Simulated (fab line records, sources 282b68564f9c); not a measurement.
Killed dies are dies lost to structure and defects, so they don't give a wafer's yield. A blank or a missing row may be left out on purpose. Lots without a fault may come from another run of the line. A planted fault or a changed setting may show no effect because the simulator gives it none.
Which tool did it? | flow rit_cmos | 14 lots, 42 wafers sampled, at 2 steps of a route of 202

WHAT THE GAUGES READ, wafer by wafer
The record holds no reading of a measuring or inspecting step that can be judged against a usual standard deviation.

WHICH TOOL RAN EACH LOT (tool, then ch and the chambers of the sampled wafers, then the start)
lot  | RIT_CONTACT_STRIP_12                | RIT_M1_PROBE_99
L553 | plasma_asher-02 ch 0,1, day 3 15:01 | -
L555 | plasma_asher-04 ch 0,1, day 3 16:38 | -
L554 | plasma_asher-02 ch 1, day 3 16:47   | -
L556 | plasma_asher-02 ch 0,1, day 4 01:54 | -
L557 | plasma_asher-01 ch 0,1, day 4 07:17 | -
L558 | plasma_asher-02 ch 0, day 4 11:50   | -
L559 | plasma_asher-04 ch 0,1, day 4 15:49 | -
L563 | plasma_asher-01 ch 0,1, day 5 10:32 | -
L564 | plasma_asher-01 ch 0,1, day 5 16:43 | -
L565 | plasma_asher-01 ch 0, day 5 21:27   | -
L570 | plasma_asher-04 ch 0,1, day 6 20:07 | prober-01, day 7 00:48
L574 | plasma_asher-02 ch 0,1, day 7 18:20 | -
L575 | plasma_asher-04 ch 0, day 8 00:21   | -
L576 | plasma_asher-02 ch 0,1, day 8 06:56 | -
- RIT_CONTACT_STRIP_12: strips in O2, time 180 s.
- RIT_M1_PROBE_99

WHAT THE TOOLS THEMSELVES READ (means of the sampled wafers that have a number; where no wafer has one, the mark that the record gives instead)
RIT_CONTACT_STRIP_12. Usual: drypump_motor_current_A 5.7 A, standard deviation 0.35; run_length_s 208.5 s, standard deviation 0.51.
lot  | tool            | drypump_motor_current_A (A) | run_length_s (s) | flag
L553 | plasma_asher-02 | 5.8                         | 208.9            |
L555 | plasma_asher-04 | 5.9                         | 209.0            |
L554 | plasma_asher-02 | 6.0                         | 209.1            |
L556 | plasma_asher-02 | 5.8                         | 208.9            |
L557 | plasma_asher-01 | 5.5                         | 208.1            |
L558 | plasma_asher-02 | 5.3                         | 208.6            |
L559 | plasma_asher-04 | 6.1                         | 208.7            |
L563 | plasma_asher-01 | 5.6                         | 208.5            |
L564 | plasma_asher-01 | 5.7                         | 252.3            | OFF
L565 | plasma_asher-01 | 5.8                         | 274.5            | OFF
L570 | plasma_asher-04 | 5.8                         | 208.8            |
L574 | plasma_asher-02 | 5.8                         | 208.8            |
L575 | plasma_asher-04 | 6.3                         | 208.4            |
L576 | plasma_asher-02 | 5.5                         | 208.6            |

RIT_M1_PROBE_99. Usual: killed_at_contacts 0.1, standard deviation 0.31; killed_at_front_end 6.3, standard deviation 2.7; killed_dies 6.4, standard deviation 2.7; killed_open 3.3, standard deviation 2; killed_short 3, standard deviation 1.8.
lot  | tool      | killed_at_contacts | killed_at_front_end | killed_dies | killed_open | killed_short | flag
L570 | prober-01 | 0.3                | 4.3                 | 4.7         | 1.7         | 2            |

THE ANSWER, worked out from the rows above alone
Rule: a lot is off if the mean of its wafers that have a number lies more than 3 standard deviations from the usual mean. A lot without any number at a reading at which 4 lots or more have one is off too. The other lots that the step has rows for count as sound. The gauges are gone through in route order, then the tools' own readings, and for those a lot's mean is taken as printed above. The first step at which some lot is off is used, and at that step the reading that is off furthest; a lot without a number counts as furthest.
Off: L564, L565, at RIT_CONTACT_STRIP_12 (run_length_s).
A tool fits if, at that step or a process step before it, it ran every lot that is off, and no sound lot after the first of them. One fits: plasma_asher-01 at RIT_CONTACT_STRIP_12. Its last sound lot is L563 (day 5 10:32), its first lot that is off L564 (day 5 16:43): a fault that began between those two fits.
The tool's own readings at RIT_CONTACT_STRIP_12 bear it out: on the lots that are off they differ by more than 5 times the standard deviation of the sound lots' means. run_length_s reads 263.4 s there against 208.7 s on the sound lots.

WHAT THE SIMULATOR HAD PUT IN
Process parameter drift: plasma_asher-01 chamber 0, from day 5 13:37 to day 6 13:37, at RIT_CONTACT_STRIP_12. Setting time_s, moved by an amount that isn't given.
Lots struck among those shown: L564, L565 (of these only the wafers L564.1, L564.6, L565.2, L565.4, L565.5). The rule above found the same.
